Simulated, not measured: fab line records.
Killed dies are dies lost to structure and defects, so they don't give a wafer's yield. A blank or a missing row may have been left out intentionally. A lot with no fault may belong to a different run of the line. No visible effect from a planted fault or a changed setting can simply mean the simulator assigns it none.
Comparing a struck lot with a sound one || flow rit-cmos || 14 out of 202 route steps
Sound: the wafers L562.2, L562.3, L562.6. The struck wafers were L570.2, L570.3, L570.6. The cause comes at the end.
Order at every step that has rows: each side's tool, ch and its chambers, its first start. Under that, the readings that differ: sound wafers || struck wafers || difference of the means || sigmas: that difference in standard deviations of wafers without a fault.
alike: a reading whose means differ by less than 2 such deviations, as well as words and numbers matching on both sides. not compared: withheld readings; readings where some wafer has no value; bounds like >300 that might hide an equal value; numbers whose values overlap and for which the record gives no deviation.
The two part at a step that has a row with sigmas, a row that says differs or no value, or rows on one side only. When numbers do not overlap yet have no deviation, they are printed without sigmas and do not part them. A reading that every wafer of one side lacks parts them only if that side has two wafers or more.

first, 4 steps without rows for these wafers: RIT_NSD_SOFTBAKE_02 (time 60 s); RIT_NSD_EXPOSE_03 (exposes mask M9, target cd 40700 nm); RIT_NSD_PEB_04; RIT_NSD_DEVELOP_05 (develop time 50 s).
RIT_NSD_OVL_MEAS_06:
  sound on overlay-02 at day 3 14:28; struck on overlay-01 at day 5 06:40
  alike: NSD_OVL
then, 2 steps without rows for these wafers: RIT_NSD_HARDBAKE_07 (time 60 s); RIT_NSD_IMPLANT_08.
RIT_NSD_STRIP_09: strips in O2, time 180 s.
  sound on plasma-asher-03 ch 0,1, day 3 14:48; struck on plasma-asher-02 ch 0,1, day 5 06:59
  alike: drypump-motor-current-A
  not compared: rf-hours-counter-h
RIT_NSD_TW_MEAS_10:
  sound on film-metro-04 at day 3 14:59; struck on film-metro-02 at day 5 07:11
  alike: NSD_TW
then, 3 steps without rows for these wafers: RIT_PSD_HMDS_00 (prime time 60 s); RIT_PSD_COAT_01 (resist thk 1000 nm); RIT_PSD_SOFTBAKE_02 (time 60 s).
RIT_PSD_EXPOSE_03: exposes mask M10, target cd 40900 nm.
  struck on iline-stepper-01, day 5 07:49; sound on iline-stepper-01 ch 0, day 3 15:55
  no value came back on the struck wafers for exposure-dose-mJ-cm2, focus-offset-nm (nm); on the sound wafers exposure-dose-mJ-cm2 reads 250.17 249.96 249.84
  alike: mask
following that, these wafers have no rows for 1 step: RIT_PSD_PEB_04.

## WHERE THEY PART
At RIT_PSD_EXPOSE_03 and nowhere else, as far as this record goes.

WHY: what the simulator had put in
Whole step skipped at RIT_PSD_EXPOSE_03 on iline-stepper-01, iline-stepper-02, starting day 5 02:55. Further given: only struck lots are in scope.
